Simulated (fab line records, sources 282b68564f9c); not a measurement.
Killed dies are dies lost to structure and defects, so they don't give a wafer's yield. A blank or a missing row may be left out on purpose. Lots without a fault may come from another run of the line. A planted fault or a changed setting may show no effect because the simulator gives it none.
fab line records | flow rit_cmos
record lots=14 wafers=42 last_day=7
route steps=202 shown PRETRO@71 M1@202
lots that met no fault: from a run of the same line without faults
start_h: hours from the record's first day to the start of the lot's first wafer shown | wait_h: hours since the lot's step before | " the same as in the row above | L1.1+2: a row that stands for several wafers | - no value, or no start given | * or withheld: withheld | < > ~ a bound
route shown NAME@n: a module of which the file shows steps, and the number in the route of the first | usual: mean/standard deviation of fault-free wafers | same: alike in all rows | chamber/n: place in a boat | sites: the reading at each site | _std_site: their standard deviation | _edge_site: outer sites' mean less inner sites' | radius_mm: how far each site lies from the wafer's centre | mask NAME#n: copy n | behind: the tool/chamber that last shaped the wafer | hold: why the lot was held/for how many hours/how that ended | device: the transistor (n, p or np) that didn't switch | end of line: the same wafers' tests at the end of the route | a step without rows: its recipe alone | killed: dies lost to structure and defects at the first sort, not the wafer's yield | map: a wafer's dies, x killed, . not, _ none there
set.NAME: the setting as run; set.NAME@STEP: as run at that earlier step | model.NAME: the simulator's own value behind a step, which no gauge read
steps of the route over a sample of lots; a table a step, a row a wafer
services: from which hour (start_h, from the record's first day; less than 0 if before it) a tool's chamber was out of use, for how many hours, and why
## steps
# step RIT_PRETRO_HARDBAKE_07
# recipe resist=NOVOLAK temp_c=140 time_s=120
# usual heater_power_total_W=52.03/0.065 plate_temp_C=140.02/0.14
# columns lot.wafer tool chamber start_h wait_h heater_power_total_W plate_temp_C
L130.3 litho_track-01 0 30.53 0.1 52.16 140.09
L130.4 " 0 " " 52.01 140.01
L130.6 " 0 " " 52.08 140.03
L131.4 litho_track-02 0 36.94 0.1 51.90 139.98
L131.5 " 0 " " 52.07 140.00
L131.6 " 0 " " 52.00 139.91
L132.1 litho_track-04 0 41.08 0.0 52.01 140.14
L132.2 " 0 " " 52.04 140.10
L132.3 " 0 " " 52.02 140.22
L133.3 litho_track-04 0 47.61 0.1 52.05 140.04
L133.4 " 0 " " 51.99 139.82
L133.5 " 0 " " 52.07 140.04
L134.1 litho_track-01 0 51.20 0.0 52.08 140.12
L134.4 " 0 " " 52.05 140.01
L134.6 " 0 " " 52.06 140.16
L135.2 litho_track-01 0 56.19 0.1 52.07 139.89
L135.4 " 0 " " 52.08 139.96
L135.5 " 0 " " 51.99 139.99
L141.2 litho_track-01 0 85.71 0.1 56.90 150.46
L141.5 " 0 " " 56.92 150.47
L141.6 " 0 " " 57.04 150.38
L142.2 litho_track-01 0 91.73 0.1 57.07 150.36
L142.4 " 0 " " 56.92 150.27
L142.6 " 0 " " 57.07 150.30
L144.3 litho_track-01 0 101.63 0.1 57.12 150.18
L144.5 " 0 " " 56.87 150.21
L144.6 " 0 " " 57.02 150.41
L145.2 litho_track-02 0 105.48 0.1 52.11 140.09
L145.4 " 0 " " 52.07 139.98
L145.6 " 0 " " 52.03 140.20
L146.3 litho_track-04 0 111.54 0.3 51.99 140.13
L146.4 " 0 " " 51.95 140.13
L146.6 " 0 " " 51.92 139.97
L147.2 litho_track-04 0 115.95 0.1 52.03 139.73
L147.5 " 0 " " 52.05 139.84
L147.6 " 0 " " 52.06 140.03
L148.3 litho_track-04 0 121.76 0.1 51.97 140.24
L148.5 " 0 " " 52.14 140.19
L148.6 " 0 " " 51.97 140.10
L152.1 litho_track-04 0 141.32 0.0 52.11 140.08
L152.3 " 0 " " 52.06 140.07
L152.4 " 0 " " 51.93 140.19
# step RIT_M1_PROBE_99
# usual killed_at_M0_to_M3=0.0/0.14 killed_at_contacts=0.1/0.36 killed_at_front_end=7/3.4 killed_dies=7/3.4 killed_open=3.3/2 killed_short=3.8/2.4
# same gross_dies=264 killed_at_M4_up=0 killed_at_back_side=0 killed_at_other=0
# columns lot.wafer tool chamber start_h wait_h killed_at_M0_to_M3 killed_at_contacts killed_at_front_end killed_dies killed_open killed_short
L146.3 prober-02 - 137.24 0.2 0 0 9 9 7 2
L146.4 prober-02 - 137.29 0.2 0 0 5 5 3 2
L146.6 prober-02 - 137.39 0.2 0 0 17 17 3 14
# killed by level:class
L146.3 GATE:geometric_particle:open=4 REOX:geometric_particle:open=2 GATE:geometric_particle:short=1 REOX:geometric_particle:short=1 SILICIDE:geometric_particle:open=1
L146.4 FOX1:geometric_particle:short=2 SPACER:geometric_particle:open=2 FOX1:geometric_particle:open=1
L146.6 GATE:geometric_particle:short=5 REOX:geometric_particle:short=5 FOX1:geometric_particle:short=2 SPACER:geometric_particle:short=2 GATE:geometric_particle:open=1 SPACER:geometric_particle:open=1 SILICIDE:geometric_particle:open=1
## services
# columns tool chamber start_h hours kind
litho_track-04 - 121.97 - consumable_replace:filter
## key
first_sign step=RIT_PRETRO_HARDBAKE_07 reading=heater_power_total_W direction=up sigmas=77 usual=52.03 struck=56.99
effect step=RIT_PRETRO_HARDBAKE_07 reading=plate_temp_C direction=up sigmas=76 usual=* struck=*
met_at RIT_PRETRO_HARDBAKE_07
struck_lots L141,L142,L144
tester_left_out L141,L142,L144
onset_between 56.19 85.71
fault kind=process_parameter_drift tool=litho_track-01 chamber=- onset_h=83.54 steps=RIT_PRETRO_HARDBAKE_07 channel=temp_c offset=* shape=step end_h=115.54 acts_in=* stated=*
# tester_left_out: of these lots the tester's yield and bins aren't shown, on N5 and GAA mostly nor the transistor test; their killed dies are dies lost to structure and defects alone, not to doping, threshold or leakage, so they don't give the yield
